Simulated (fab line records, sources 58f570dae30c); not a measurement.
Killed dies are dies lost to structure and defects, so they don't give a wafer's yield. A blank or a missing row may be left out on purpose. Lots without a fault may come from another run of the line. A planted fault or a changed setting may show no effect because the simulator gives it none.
Which tool did it? | flow berkeley_cmos170 | 14 lots, 42 wafers sampled, at 4 steps of a route of 331

WHAT THE GAUGES READ, wafer by wafer
UCB170_PWELL_THK_MEAS_03.
lot  | measured    | on            | PWELL_OXIDE_THK (nm)
L824 | day 3 05:43 | film_metro-03 | 26.4 26.2 26.2
L825 | day 3 13:56 | film_metro-03 | 27.5 27.2 27.4
L829 | day 3 20:41 | film_metro-01 | 26.1 26.4 26.4
L828 | day 3 20:41 | film_metro-03 | 25.8 25.7 25.7
L830 | day 4 03:32 | film_metro-02 | 26.4 26.0 25.9
L831 | day 4 10:09 | film_metro-03 | 26.1 26.2 26.1
L833 | day 4 23:16 | film_metro-03 | 25.9 26.2 26.2
L838 | day 5 21:44 | film_metro-03 | 25.8 26.6 25.6
L839 | day 6 08:56 | film_metro-02 | 26.7 27.0 26.6
L841 | day 6 17:43 | film_metro-01 | 27.1 27.3 27.0
L842 | day 6 17:44 | film_metro-03 | 26.5 27.1 27.1
L844 | day 7 08:50 | film_metro-03 | 26.9 27.4 27.4
L846 | day 7 08:50 | film_metro-01 | 27.2 27.0 27.0
L845 | day 7 08:50 | film_metro-02 | 27.6 27.0 27.5

UCB170_M1_THK_MEAS_02: measures by xrf.
lot  | measured     | on            | M1_AL_THK (nm)
L824 | day 8 15:34  | film_metro-02 | 613 613 614
L825 | day 9 06:17  | film_metro-03 | 595 600 603
L829 | day 9 04:42  | film_metro-04 | 596 597 603
L828 | day 9 05:43  | film_metro-04 | 595 595 596
L830 | day 9 19:31  | film_metro-02 | 597 594 601
L831 | day 9 19:45  | film_metro-04 | 599 594 594
L833 | day 10 08:34 | film_metro-03 | 596 593 591
L838 | day 11 07:44 | film_metro-02 | 611 611 608
L839 | day 11 11:47 | film_metro-03 | 605 605 608
L841 | day 12 08:51 | film_metro-04 | 605 608 607
L842 | day 12 07:43 | film_metro-03 | 600 601 603
L844 | day 13 02:23 | film_metro-02 | 607 597 606
L846 | day 13 02:02 | film_metro-02 | 611 609 606
L845 | day 13 04:41 | film_metro-02 | 609 613 605

WHICH TOOL RAN EACH LOT (tool, then ch and the chambers of the sampled wafers, then the start)
lot  | UCB170_ACTIVE_ETCH_15             | UCB170_PLDD_DEVELOP_05
L824 | rie_diel-02 ch 0,1,2, day 5 08:29 | litho_track-03 ch 0, day 7 18:00
L825 | rie_diel-04 ch 1,2,3, day 5 16:25 | litho_track-01 ch 0, day 8 04:00
L829 | rie_diel-04 ch 1,2,3, day 5 15:56 | litho_track-02 ch 0, day 8 03:00
L828 | rie_diel-03 ch 1,2,3, day 5 16:40 | litho_track-02 ch 0, day 8 04:00
L830 | rie_diel-03 ch 0,1,2, day 5 23:43 | litho_track-03 ch 0, day 8 16:00
L831 | rie_diel-02 ch 0,2,3, day 5 23:59 | litho_track-01 ch 0, day 8 16:00
L833 | rie_diel-03 ch 0,1, day 6 21:56   | litho_track-02 ch 0, day 9 11:00
L838 | rie_diel-03 ch 0,2, day 7 14:40   | litho_track-02 ch 0, day 10 01:00
L839 | rie_diel-04 ch 0,2, day 8 05:19   | litho_track-01 ch 0, day 10 14:00
L841 | rie_diel-02 ch 2,3, day 8 16:53   | litho_track-02 ch 0, day 11 04:00
L842 | rie_diel-03 ch 0,2,3, day 8 17:45 | litho_track-02 ch 0, day 11 07:00
L844 | rie_diel-04 ch 0,2, day 9 05:43   | litho_track-03 ch 0, day 12 01:00
L846 | rie_diel-03 ch 0,1,3, day 9 06:05 | litho_track-01 ch 0, day 12 00:00
L845 | rie_diel-02 ch 2,3, day 9 06:26   | litho_track-03 ch 0, day 12 01:00
- UCB170_ACTIVE_ETCH_15: etches Si3N4 in CH3F/Ar/O2, stops on SiO2, target depth 242 nm, time 151 s.
- UCB170_PLDD_DEVELOP_05: develop time 45 s.

WHAT THE TOOLS THEMSELVES READ (means of the sampled wafers that have a number; where no wafer has one, the mark that the record gives instead)
UCB170_ACTIVE_ETCH_15.
lot  | tool        | drypump_motor_current_A (A) | oes_product_au (a.u.) | throttle_valve_pct (%)
L824 | rie_diel-02 | 5.7                         | 0.943                 | 8.17
L825 | rie_diel-04 | 6.0                         | 0.952                 | 8.13
L829 | rie_diel-04 | 6.0                         | 0.949                 | 8.13
L828 | rie_diel-03 | 5.7                         | 0.937                 | 8.07
L830 | rie_diel-03 | 6.0                         | 0.932                 | 7.98
L831 | rie_diel-02 | 5.6                         | 0.949                 | 8.08
L833 | rie_diel-03 | 5.9                         | 0.921                 | 7.95
L838 | rie_diel-03 | 6.1                         | 0.925                 | 7.89
L839 | rie_diel-04 | 5.8                         | 0.944                 | 8.13
L841 | rie_diel-02 | 5.3                         | 0.927                 | 8.05
L842 | rie_diel-03 | 5.8                         | 0.926                 | 7.98
L844 | rie_diel-04 | 5.8                         | 0.938                 | 8.13
L846 | rie_diel-03 | 5.5                         | 0.917                 | 8.02
L845 | rie_diel-02 | 5.8                         | 0.942                 | 8.12

UCB170_PLDD_DEVELOP_05.
lot  | tool           | developer_temp_C (C) | exhaust_pa (Pa)
L824 | litho_track-03 | 20.95                | 45.2
L825 | litho_track-01 | 20.89                | 43.8
L829 | litho_track-02 | 21.05                | 44.6
L828 | litho_track-02 | 21.01                | 44.2
L830 | litho_track-03 | 21.15                | 45.6
L831 | litho_track-01 | 20.87                | 44.5
L833 | litho_track-02 | 21.01                | 44.5
L838 | litho_track-02 | 21.03                | 45.3
L839 | litho_track-01 | 20.98                | 45.3
L841 | litho_track-02 | 23.15                | 44.9
L842 | litho_track-02 | 22.92                | 45.5
L844 | litho_track-03 | 21.07                | 45.2
L846 | litho_track-01 | 21.21                | 46.0
L845 | litho_track-03 | 21.09                | 44.7

THE ANSWER, worked out from the rows above alone
Rule: what is usual is taken from the lots themselves. Put in order of their means at a reading, lots are off if they are a third of the lots or fewer, leave a main group of 4 or more, and stand apart from it by a gap of 3 or more times the standard deviation of the main group's means; of several such gaps the widest counts. A main group whose means are all the same, to the digits that the tables above print for the reading, isn't used. A lot without any number at a reading at which 4 lots or more have one is off too. The other lots that the step has rows for count as sound. The gauges are gone through in route order, then the tools' own readings, and for those a lot's mean is taken as printed above. The first step at which some lot is off is used, and at that step the reading that is off furthest; a lot without a number counts as furthest.
Off: L841, L842, at UCB170_PLDD_DEVELOP_05 (developer_temp_C). The main group: mean 21.03 C, standard deviation 0.094.
A tool fits if, at that step or a process step before it, it ran every lot that is off, and no sound lot after the first of them. One fits: litho_track-02 at UCB170_PLDD_DEVELOP_05. Its last sound lot is L838 (day 10 01:00), its first lot that is off L841 (day 11 04:00): a fault that began between those two fits.
The tool's own readings at UCB170_PLDD_DEVELOP_05 bear it out: on the lots that are off they differ by more than 5 times the standard deviation of the sound lots' means. developer_temp_C reads 23.04 C there against 21.03 C on the sound lots.

WHAT THE SIMULATOR HAD PUT IN
Process parameter drift: litho_track-02, from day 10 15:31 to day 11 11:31, at UCB170_PLDD_DEVELOP_05. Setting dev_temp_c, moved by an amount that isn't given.
Lots struck among those shown: L841, L842. The rule above found the same.
